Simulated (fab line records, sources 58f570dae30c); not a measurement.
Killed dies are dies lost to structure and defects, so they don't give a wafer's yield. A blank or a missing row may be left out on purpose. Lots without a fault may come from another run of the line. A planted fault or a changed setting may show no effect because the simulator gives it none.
A struck lot beside a sound one | flow berkeley_cmos170 | 17 steps out of a route of 331
Sound: wafers L904.2, L904.3, L904.5. Struck: wafers L916.2, L916.4, L916.5. The cause comes at the end.
At each step with rows: each side's tool, then ch and its chambers, then its first start. Under that, the readings that differ: sound wafers | struck wafers | difference of the means | sigmas: that difference in standard deviations of wafers without a fault.
alike: readings whose means differ by less than 2 such deviations, and words and numbers that are the same on both sides. not compared: withheld readings, readings that some wafer has no value for, bounds like >300 that may hide the same value, and numbers for which the record gives no deviation and whose values overlap.
The two part at a step that has a row with sigmas, a row that says differs or no value, or rows on one side only. Numbers that don't overlap but have no deviation are shown without sigmas and don't part them. A reading that every wafer of one side lacks parts them only if that side has two wafers or more.

first, 1 step without rows for these wafers: UCB170_GATE_DEVELOP_11 (develop time 45 s).
UCB170_GATE_CD_MEAS_12: target cd 350 nm.
  sound on cd_sem-01, day 8 02:26; struck on cd_sem-02, day 10 19:05
  alike: cd_nm
UCB170_GATE_OVL_MEAS_13:
  sound on overlay-02, day 8 02:32; struck on overlay-01, day 10 19:11
  alike: GATE_OVL
UCB170_GATE_ETCH_14: etches BARC in N2/H2.
  sound on rie_diel-04 ch 0,3, day 8 02:34; struck on rie_diel-01 ch 2,3, day 10 19:13
  alike: drypump_motor_current_A, h2_flow_sccm, oes_product_au, throttle_valve_pct
UCB170_GATE_ETCH_15: etches poly-Si in HBr/Cl2, stops on SiO2, time 56.3 s, target depth 278.2 nm.
  sound on rie_si-02 ch 2,3, day 8 02:37; struck on rie_si-02 ch 0,3, day 10 19:16
  alike: drypump_motor_current_A, oes_product_au, throttle_valve_pct
  not compared: rf_hours_counter_h
UCB170_GATE_STRIP_16: strips in O2.
  sound on plasma_asher-03 ch 0,1, day 8 02:40; struck on plasma_asher-01 ch 0,1, day 10 19:18
  alike: drypump_motor_current_A, oes_product_au
  not compared: rf_hours_counter_h
UCB170_GATE_CD_MEAS_90: target cd 350 nm.
  sound on cd_sem-01, day 8 02:47; struck on cd_sem-02, day 10 19:25
  alike: cd_nm
then, 5 steps without rows for these wafers: UCB170_GATE_CLEAN_17 (cleans in SPM, time 600 s); UCB170_PLDD_HMDS_00 (prime time 60 s); UCB170_PLDD_COAT_01 (resist thk 900 nm); UCB170_PLDD_SOFTBAKE_02 (time 60 s); UCB170_PLDD_EXPOSE_03 (exposes mask PSELECT, target cd 1200 nm).
UCB170_PLDD_PEB_04:
  sound on litho_track-03 ch 0, day 8 03:58; struck on litho_track-04 ch 0, day 10 20:49
  reading                  | sound                | struck               | difference | sigmas
  heater_power_total_W (W) | 56.73 56.81 56.75    | 54.66 54.67 54.66    | -2.10      | -47
  plate_temp_C (C)         | 130.06 130.02 129.89 | 125.96 125.97 125.90 | -4.05      | -27
  alike: chill_plate_temp_C, exhaust_pa
then, 1 step without rows for these wafers: UCB170_PLDD_DEVELOP_05 (develop time 45 s).
UCB170_PLDD_CD_MEAS_06: target cd 1200 nm.
  sound on cd_sem-01, day 8 04:14; struck on cd_sem-02, day 10 21:23
  reading    | sound                | struck               | difference | sigmas
  cd_nm (nm) | 1200.9 1201.3 1199.6 | 1177.5 1179.4 1178.1 | -22.3      | -16
  not compared: hold
UCB170_PLDD_OVL_MEAS_07:
  sound on overlay-02, day 8 04:20; struck on overlay-02, day 10 22:58
  reading | sound | struck                                                                     | difference                   | sigmas
  hold    | - - - | await_dispo/1.4h/release await_dispo/1.4h/release await_dispo/1.4h/release | no value on the sound wafers |
  alike: PLDD_OVL
UCB170_M3_PROBE_99:
  the record has rows for the struck wafers here (prober-01, day 12 09:07) and none for the sound ones

WHERE THEY PART
First at UCB170_PLDD_PEB_04; last, within this record, at UCB170_M3_PROBE_99.

WHY: what the simulator had put in
Process parameter drift: litho_track-04, from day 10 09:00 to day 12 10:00, at UCB170_PLDD_PEB_04. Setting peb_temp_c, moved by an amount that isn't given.
